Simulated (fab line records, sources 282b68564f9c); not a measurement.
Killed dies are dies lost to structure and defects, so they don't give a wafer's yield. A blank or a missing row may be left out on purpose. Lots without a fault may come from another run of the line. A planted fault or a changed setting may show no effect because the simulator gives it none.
Which tool did it? | flow rit_cmos | 14 lots, 42 wafers sampled, at 2 steps of a route of 202

WHAT THE GAUGES READ, wafer by wafer
RIT_PWELL_TW_MEAS_10.
lot  | measured    | on            | PWELL_TW
L967 | day 2 02:02 | film_metro-03 | 932 940 942
L969 | day 2 10:16 | film_metro-04 | 946 941 944
L971 | day 2 18:29 | film_metro-01 | 962 962 961
L972 | day 3 02:54 | film_metro-03 | 935 934 938
L973 | day 3 05:59 | film_metro-03 | 932 929 934
L976 | day 3 19:56 | film_metro-01 | 946 953 953
L977 | day 4 00:55 | film_metro-01 | 958 961 957
L982 | day 5 03:04 | film_metro-04 | 948 948 954
L984 | day 5 11:19 | film_metro-04 | 30 30 30
L985 | day 5 21:47 | film_metro-04 | 30 30 30
L987 | day 6 02:39 | film_metro-01 | 944 948 950
L988 | day 6 08:17 | film_metro-04 | 939 936 942
L989 | day 6 12:53 | film_metro-04 | 942 949 944
L990 | day 6 17:50 | film_metro-03 | 941 939 942

WHICH TOOL RAN EACH LOT (tool, then ch and the chambers of the sampled wafers, then the start)
lot  | RIT_NWELL_STRIP_09
L967 | plasma_asher-03 ch 0,1, day 2 00:11
L969 | plasma_asher-02 ch 0,1, day 2 08:24
L971 | plasma_asher-03 ch 0,1, day 2 16:46
L972 | plasma_asher-02 ch 0,1, day 3 00:57
L973 | plasma_asher-03 ch 0,1, day 3 03:57
L976 | plasma_asher-02 ch 0,1, day 3 18:15
L977 | plasma_asher-02 ch 0,1, day 3 23:03
L982 | plasma_asher-01 ch 0,1, day 5 01:20
L984 | plasma_asher-02 ch 0,1, day 5 09:38
L985 | plasma_asher-02 ch 0,1, day 5 19:44
L987 | plasma_asher-03 ch 1, day 6 00:47
L988 | plasma_asher-02 ch 1, day 6 06:34
L989 | plasma_asher-01 ch 0,1, day 6 11:09
L990 | plasma_asher-02 ch 0,1, day 6 16:06
- RIT_NWELL_STRIP_09: strips in O2, time 180 s.

WHAT THE TOOLS THEMSELVES READ (means of the sampled wafers that have a number; where no wafer has one, the mark that the record gives instead)
RIT_NWELL_STRIP_09.
lot  | tool            | chamber_pressure_mTorr (mTorr) | drypump_motor_current_A (A)
L967 | plasma_asher-03 | 4003                           | 5.1
L969 | plasma_asher-02 | 4001                           | 5.6
L971 | plasma_asher-03 | 4000                           | 5.4
L972 | plasma_asher-02 | 4001                           | 5.6
L973 | plasma_asher-03 | 3999                           | 5.1
L976 | plasma_asher-02 | 4000                           | 5.6
L977 | plasma_asher-02 | 3998                           | 5.4
L982 | plasma_asher-01 | 4000                           | 5.5
L984 | plasma_asher-02 | -                              | -
L985 | plasma_asher-02 | -                              | -
L987 | plasma_asher-03 | 3999                           | 5.7
L988 | plasma_asher-02 | 4000                           | 5.7
L989 | plasma_asher-01 | 4001                           | 5.2
L990 | plasma_asher-02 | 4000                           | 5.4

THE ANSWER, worked out from the rows above alone
Rule: what is usual is taken from the lots themselves. Put in order of their means at a reading, lots are off if they are a third of the lots or fewer, leave a main group of 4 or more, and stand apart from it by a gap of 3 or more times the standard deviation of the main group's means; of several such gaps the widest counts. A main group whose means are all the same, to the digits that the tables above print for the reading, isn't used. A lot without any number at a reading at which 4 lots or more have one is off too. The other lots that the step has rows for count as sound. The gauges are gone through in route order, then the tools' own readings, and for those a lot's mean is taken as printed above. The first step at which some lot is off is used, and at that step the reading that is off furthest; a lot without a number counts as furthest.
Off: L984, L985, at RIT_PWELL_TW_MEAS_10 (PWELL_TW). The main group: mean 945, standard deviation 8.6.
A tool fits if, at a process step before that reading, it ran every lot that is off, and no sound lot after the first of them. The gauges at RIT_PWELL_TW_MEAS_10 aren't tried: what is off there is off at RIT_NWELL_STRIP_09 too, on other tools, and a gauge's error can't cause that. None of those tried fits.

WHAT THE SIMULATOR HAD PUT IN
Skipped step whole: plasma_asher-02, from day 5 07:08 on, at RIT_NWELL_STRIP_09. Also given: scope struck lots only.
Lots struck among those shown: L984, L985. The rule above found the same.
